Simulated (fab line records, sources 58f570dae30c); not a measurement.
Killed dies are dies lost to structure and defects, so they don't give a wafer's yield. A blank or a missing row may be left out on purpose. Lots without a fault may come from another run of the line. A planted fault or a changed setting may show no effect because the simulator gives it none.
A struck lot beside a sound one | flow berkeley_cmos170 | 14 steps out of a route of 331
Sound: wafers L156.2, L156.3, L156.4. Struck: wafers L146.3, L146.4, L146.5. The cause comes at the end.
At each step with rows: each side's tool, then ch and its chambers, then its first start. Under that, the readings that differ: sound wafers | struck wafers | difference of the means | sigmas: that difference in standard deviations of wafers without a fault.
alike: readings whose means differ by less than 2 such deviations, and words and numbers that are the same on both sides. not compared: withheld readings, readings that some wafer has no value for, bounds like >300 that may hide the same value, and numbers for which the record gives no deviation and whose values overlap.
The two part at a step that has a row with sigmas, a row that says differs or no value, or rows on one side only. Numbers that don't overlap but have no deviation are shown without sigmas and don't part them. A reading that every wafer of one side lacks parts them only if that side has two wafers or more.

first, 3 steps without rows for these wafers: UCB170_NVT_EXPOSE_03 (exposes mask PWELL, target cd 3000 nm); UCB170_NVT_PEB_04; UCB170_NVT_DEVELOP_05 (develop time 45 s).
UCB170_NVT_OVL_MEAS_06:
  sound on overlay-02, day 9 08:31; struck on overlay-02, day 7 01:38
  alike: NVT_OVL
then, 1 step without rows for these wafers: UCB170_NVT_IMPLANT_07.
UCB170_NVT_STRIP_08: strips in O2.
  sound on plasma_asher-01 ch 0,1, day 9 08:41; struck on plasma_asher-03 ch 0,1, day 7 01:50
  reading             | sound             | struck            | difference | sigmas
  o2_flow_sccm (sccm) | 397.5 397.3 399.4 | 399.8 400.7 401.5 | +2.6       | +2
  alike: drypump_motor_current_A, oes_product_au, strip_time_to_endpoint_s
  not compared: rf_hours_counter_h
UCB170_NVT_TW_MEAS_09:
  sound on film_metro-04, day 9 08:48; struck on film_metro-02, day 7 01:56
  reading | sound       | struck      | difference | sigmas
  NVT_TW  | 515 512 518 | 529 529 531 | +15        | +3
then, 5 steps without rows for these wafers: UCB170_NVT_CLEAN_10 (cleans in SPM, time 600 s); UCB170_PVT_HMDS_00 (prime time 60 s); UCB170_PVT_COAT_01 (resist thk 900 nm); UCB170_PVT_SOFTBAKE_02 (time 60 s); UCB170_PVT_EXPOSE_03 (exposes mask NWELL, target cd 3000 nm).
UCB170_PVT_PEB_04:
  sound on litho_track-04 ch 0, day 9 10:45; struck on litho_track-02, day 7 02:46
  no value came back on the struck wafers for chill_plate_temp_C (C), exhaust_pa (Pa); on the sound wafers chill_plate_temp_C (C) reads 23.11 22.92 22.99
then, 1 step without rows for these wafers: UCB170_PVT_DEVELOP_05 (develop time 45 s).

WHERE THEY PART
First at UCB170_NVT_STRIP_08; last, within this record, at UCB170_PVT_PEB_04.

WHY: what the simulator had put in
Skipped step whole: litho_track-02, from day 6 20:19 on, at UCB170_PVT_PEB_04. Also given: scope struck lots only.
